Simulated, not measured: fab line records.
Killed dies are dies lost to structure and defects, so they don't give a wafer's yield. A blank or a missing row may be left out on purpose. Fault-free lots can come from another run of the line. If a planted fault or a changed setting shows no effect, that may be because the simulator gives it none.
One fault seen from 2 desks | flow berkeley-cmos170 | every desk sees just its own numbers, and what lay behind them comes last

## THE METROLOGY DESK
Lot by lot, what the gauges showed, no matter which tool ran the lot: averages of those sampled wafers that carry a number. Marked OUT: a lot whose mean sits more than 4 standard deviations from the usual mean, which makes it out of limits; the brackets give that distance.
Columns: A = cd-nm at UCB170_ACTIVE_CD_MEAS_13, usual 1199.7 nm
lot  | first seen here | A
L520 | day 4 02:13     | 1200.8
L522 | day 5 00:32     | 1198.7
L525 | day 5 13:38     | 1200.8
L524 | day 5 14:06     | 1200.6
L527 | day 5 18:42     | 1198.8
L526 | day 5 18:56     | 1199.1
L530 | day 6 03:26     | 1199.6
L529 | day 6 03:40     | 1199.7
L531 | day 6 15:56     | 1200.4
L535 | day 7 08:46     | 1198.9
L537 | day 8 02:47     | 1195.3
L538 | day 8 02:57     | 1199.2
L540 | day 8 03:07     | 1200.3
Finding of this desk: none of the 13 lots has anything out of limits.

## AT THE TOOL OWNER'S DESK: krf-scanner-02
The tool's own readings at UCB170_ACTIVE_EXPOSE_10 (exposes mask ACTIVE, target cd 1200 nm): means of the sampled wafers that have a number, for each lot that ran on this tool. Marked OUT: a lot whose mean sits more than 4 standard deviations from the usual mean, which makes it out of limits; the brackets give that distance.
Columns: A = exposure-dose-mJ-cm2 at UCB170_ACTIVE_EXPOSE_10, usual 20.004
lot  | first seen here | A
L520 | day 4 01:41     | 19.970
L524 | day 5 13:31     | 20.015
L526 | day 5 18:32     | 20.010
L530 | day 6 03:02     | 20.010
L537 | day 8 02:19     | 19.874 (-6.5) OUT
This desk finds L537 out of limits, L537 being first, at day 8 02:19 (exposure-dose-mJ-cm2 at UCB170_ACTIVE_EXPOSE_10). In limits: L520, L524, L526, L530.

## TAKEN TOGETHER
On L537, at day 8 02:19, an alarm was possible from the tool owner's desk.
Nothing out of limits was seen by the metrology desk.
The metrology desk has L537 on record, within its limits.
Of the lots named, all ran UCB170_ACTIVE_EXPOSE_10 on krf-scanner-02.

## WHAT THE SIMULATOR HAD INSERTED
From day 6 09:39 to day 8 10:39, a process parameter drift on krf-scanner-02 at UCB170_ACTIVE_EXPOSE_10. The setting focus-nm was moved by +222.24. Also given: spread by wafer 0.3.
Lots struck among those shown: L537.
Each desk's first reading out of limits, in hours after the fault started: the tool owner's desk, 41.
